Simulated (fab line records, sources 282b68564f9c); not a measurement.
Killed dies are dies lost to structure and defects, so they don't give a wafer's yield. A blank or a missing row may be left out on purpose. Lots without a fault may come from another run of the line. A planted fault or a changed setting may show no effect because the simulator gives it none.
Problem report in the 8D (eight disciplines) form, filled by code | flow rit_cmos | the parts of the form that need people (team, actions taken, sign-off) are left out

1. THE PROBLEM
oes_product_au at RIT_GATE_ETCH_19 reads a mean of 0.651 a.u. on 3 wafers of 2 lots; wafers without a fault read 0.854 a.u. with a standard deviation of 0.017. That is -12 standard deviations from the usual mean.
The step: etches poly-Si in SF6/CHF3/O2, stops on SiO2, time 165 s, target depth 312.5 nm.
First seen on wafer L147.1, day 5 17:07, on rie_si-01. The record holds 42 wafers of 14 lots with a number at this step. Rule for "out", or "out of limits": more than 4 standard deviations from the usual mean. The other wafers with a number count as sound.

2. WHAT IT IS AND WHAT IT IS NOT
question                    | is                     | is not
which readings at this step | oes_product_au         | SF6_flow_sccm, drypump_motor_current_A, throttle_valve_pct
which lots                  | L147, L149             | L132, L133, L134, L138, L139, L140, L143, L144, L145, L148, L150, L155
which wafers of those lots  | L147.1, L147.5, L149.5 | L147.3, L149.4, L149.6
read on which tools         | rie_si-01              | rie_si-02
when                        | from day 5 17:07       | up to then (28 sound wafers); but 11 sound wafers of L148, L149, L150, L155 came after

3. SUSPECTS, AND WHAT RULES EACH OUT
Counting: a tool at a process step up to the reading stays a suspect if it ran every lot that is out. Sound lots after the first of them don't rule it out here, since some wafers of a struck lot are sound.
- rie_si-01 at RIT_GATE_ETCH_19 (etches poly-Si in SF6/CHF3/O2, stops on SiO2, time 165 s, target depth 312.5 nm): kept. It ran every lot that is out, first L147 (day 5 17:07); its last sound lot up to then is L145 (day 5 07:49). Its own readings are out on those wafers: oes_product_au.
- Within rie_si-01 at RIT_GATE_ETCH_19: the wafers that are out ran in chamber 1; their sound lot-mates ran in chambers 0, 2, 3.
Left after counting: rie_si-01 at RIT_GATE_ETCH_19.

4. THE CAUSE (what the simulator had put in)
Process parameter drift: rie_si-01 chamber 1, from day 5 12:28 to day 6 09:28, at RIT_GATE_ETCH_19. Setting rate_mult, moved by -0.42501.
Counting left only this tool.

5. THE CHAIN OF EFFECTS, in route order
Each row: a reading whose mean over the struck wafers that have a number lies more than 3 standard deviations from the usual. Only readings for which the record gives a usual standard deviation are gone through. hours: the time from each lot's start at the first step in this table that gives one to its start at this step, as a median over the lots. sigmas: the change in usual standard deviations.
hours | step             | reading        | usual      | on struck wafers | change | sigmas
0     | RIT_GATE_ETCH_19 | oes_product_au | 0.854 a.u. | 0.651            | -0.203 | -12
The process steps in it:
- RIT_GATE_ETCH_19: etches poly-Si in SF6/CHF3/O2, stops on SiO2, time 165 s, target depth 312.5 nm.

6. WHAT WOULD HAVE CAUGHT IT SOONER
In this record the first reading out of limits was taken at day 5 17:07, 5 hours after the fault began at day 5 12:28.
